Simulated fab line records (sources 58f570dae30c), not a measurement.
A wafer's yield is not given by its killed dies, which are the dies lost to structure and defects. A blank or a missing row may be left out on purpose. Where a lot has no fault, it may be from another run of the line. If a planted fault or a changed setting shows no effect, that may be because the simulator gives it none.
Problem report, 8D (eight disciplines) form, completed by code / flow berkeley-cmos170 / the parts of the form that need people (team, actions taken, sign-off) are left out

1. THE ISSUE
Wafers without a fault read 150.01, standard deviation 0.057; beam-energy-keV at UCB170_NWELL_IMPLANT_14 reads a mean of 144.73 on 6 wafers belonging to 2 lots. That is -93 standard deviations from the usual mean.
First observed at day 4 01:20: wafer L908.3, on implanter-03. At this step, 42 wafers from 14 lots have a number in the record. Rule for "out" (also "out of limits"): further than 4 standard deviations from the usual mean. The rest of the wafers with a number are treated as sound.

2. WHAT IT IS, WHAT IT ISN'T
question=which readings at this step | is=beam-energy-keV | is not=beam-on-s, dose-ions-cm2
question=which lots | is=L908, L910 | is not=L900, L901, L903, L904, L905, L906, L915, L916, L918, L920, L922, L923
question=which wafers of those lots | is=all that have a number | is not=-
question=read on which tools | is=implanter-03 | is not=implanter-02, implanter-04
question=when | is=from day 4 01:20 | is not=up to then (18 sound wafers); but 18 sound wafers of L915, L916, L918, L920, L922, L923 came after

3. SUSPECTS, AND WHAT RULES EACH OUT
Counting: a tool at a process step up to the reading stays a suspect if it ran every lot that is out and no sound lot after the first of them.
- implanter-03 at UCB170_NWELL_IMPLANT_14: kept. It processed each lot that is out, first L908 at day 4 01:20, and no sound lot thereafter; up to then, the last sound lot it processed was L906 at day 3 15:39. Out on those wafers are its own readings of beam-energy-keV.
Left after counting: implanter-03 at UCB170_NWELL_IMPLANT_14.

4. THE CAUSE (what the simulator had put in)
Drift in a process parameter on implanter-03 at UCB170_NWELL_IMPLANT_14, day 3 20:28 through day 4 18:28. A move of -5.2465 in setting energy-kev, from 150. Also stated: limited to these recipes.
This tool alone remained once counting was done.

5. THE CHAIN OF EFFECTS, in route order
Each row: a reading where the mean over the struck wafers with a number is more than 3 standard deviations away from the usual. Scope: only readings with a usual standard deviation given in the record; hours: median across lots of the time from each lot's start at the first step in this table that gives one to its start at this step; sigmas: change in usual standard deviations.
hours=0; step=UCB170_NWELL_IMPLANT_14; reading=beam-energy-keV; usual=150.01; on struck wafers=144.73; change=-5.28; sigmas=-93
It contains these process steps:
- UCB170_NWELL_IMPLANT_14
Later measuring or inspecting steps at which every struck wafer that the step has a row for has a number for every such reading, and none has moved that far: UCB170_WELLDRIVE_THK_MEAS_02, UCB170_ACTIVE_OVL_MEAS_14.

6. HOW IT WOULD HAVE BEEN CAUGHT EARLIER
In this record no reading fell out of limits until day 4 01:20, 5 hours after the fault had begun at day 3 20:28.
